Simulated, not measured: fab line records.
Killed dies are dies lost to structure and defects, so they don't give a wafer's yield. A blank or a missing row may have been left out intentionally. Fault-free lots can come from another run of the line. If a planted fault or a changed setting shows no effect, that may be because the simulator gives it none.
A lot that was struck, set against a sound lot | flow berkeley-cmos170 | 14 out of 331 route steps
Sound: these wafers, L486.1, L486.3, L486.4. Wafers struck: L488.1, L488.3, L488.4. The cause is named last.
For every step that has rows: the tool of each side, followed by ch and its chambers, followed by its first start. Under that, the readings that differ: sound wafers | struck wafers | difference of the means | sigmas: that difference in standard deviations of wafers without a fault.
alike: readings whose means differ by less than 2 such deviations, and words and numbers that are the same on both sides. not compared: withheld readings, readings that some wafer has no value for, bounds like >300 that may hide the same value, and numbers for which the record gives no deviation and whose values overlap.
The two part at a step that has a row with sigmas, a row that says differs or no value, or rows on one side only. Numbers that have no deviation but don't overlap get no sigmas and don't part them. A reading that every wafer of one side lacks parts them only if that side has two wafers or more.

first, 3 steps without rows for these wafers: UCB170_PWELL_EXPOSE_10 (exposes mask PWELL, target cd 3000 nm); UCB170_PWELL_PEB_11; UCB170_PWELL_DEVELOP_12 (develop time 45 s).
UCB170_PWELL_OVL_MEAS_13:
  struck on overlay-02, day 5 14:55; sound on overlay-02, day 5 05:20
  reading        | sound     | struck  | difference | sigmas
  PWELL_OVL (nm) | -8 -9 -16 | -5 10 1 | +13        | +2
UCB170_PWELL_ETCH_14: etches Si3N4 in CH3F/Ar/O2, stops on SiO2, target depth 242 nm, time 151 s.
  sound on rie-diel-02 ch 0,1,2, day 5 05:22; struck on rie-diel-01 ch 1,2,3, day 5 14:57
  alike: drypump-motor-current-A, oes-product-au, throttle-valve-pct
  not compared: rf-hours-counter-h
next, for these wafers, 1 step has no rows: UCB170_PWELL_IMPLANT_15.
UCB170_PWELL_STRIP_16: strips in O2.
  sound on plasma-asher-01 ch 0,1, day 5 05:37; struck on plasma-asher-04 ch 0,1, day 5 15:13
  alike: drypump-motor-current-A, oes-product-au, strip-time-to-endpoint-s
  not compared: rf-hours-counter-h
UCB170_PWELL_TW_MEAS_17:
  struck on film-metro-01, day 5 15:19; sound on film-metro-01, day 5 05:43
  alike: PWELL_TW
then, 4 steps without rows for these wafers: UCB170_PWELL_CLEAN_18 (cleans in SPM, time 600 s); UCB170_PWELL_WET_ETCH_19 (etches Si3N4 in H3PO4, time 14400 s); UCB170_PWELL_WET_ETCH_20 (etches SiO2 in BOE, time 22 s); UCB170_WELLDRIVE_CLEAN_00 (cleans in SPM, time 600 s).
UCB170_WELLDRIVE_OXIDATION_01: target thk 199 nm, ox time 9000 s.
  struck on furnace-04, day 6 05:07; sound on furnace-02 ch 0, day 5 15:37
  no value came back on the struck wafers for ox-temp-c (C), ox-temp-c-max, tube-center-temp-C (C), tube_center_temp_C_max; on the sound wafers ox-temp-c (C) reads 1099.8 1100.0 1099.8
then, 1 step without rows for these wafers: UCB170_WELLDRIVE_ANNEAL_03 (time 917.8 s).

WHERE THEY PART
First at UCB170_PWELL_OVL_MEAS_13; last, within this record, at UCB170_WELLDRIVE_OXIDATION_01.

WHY: the cause the simulator had injected
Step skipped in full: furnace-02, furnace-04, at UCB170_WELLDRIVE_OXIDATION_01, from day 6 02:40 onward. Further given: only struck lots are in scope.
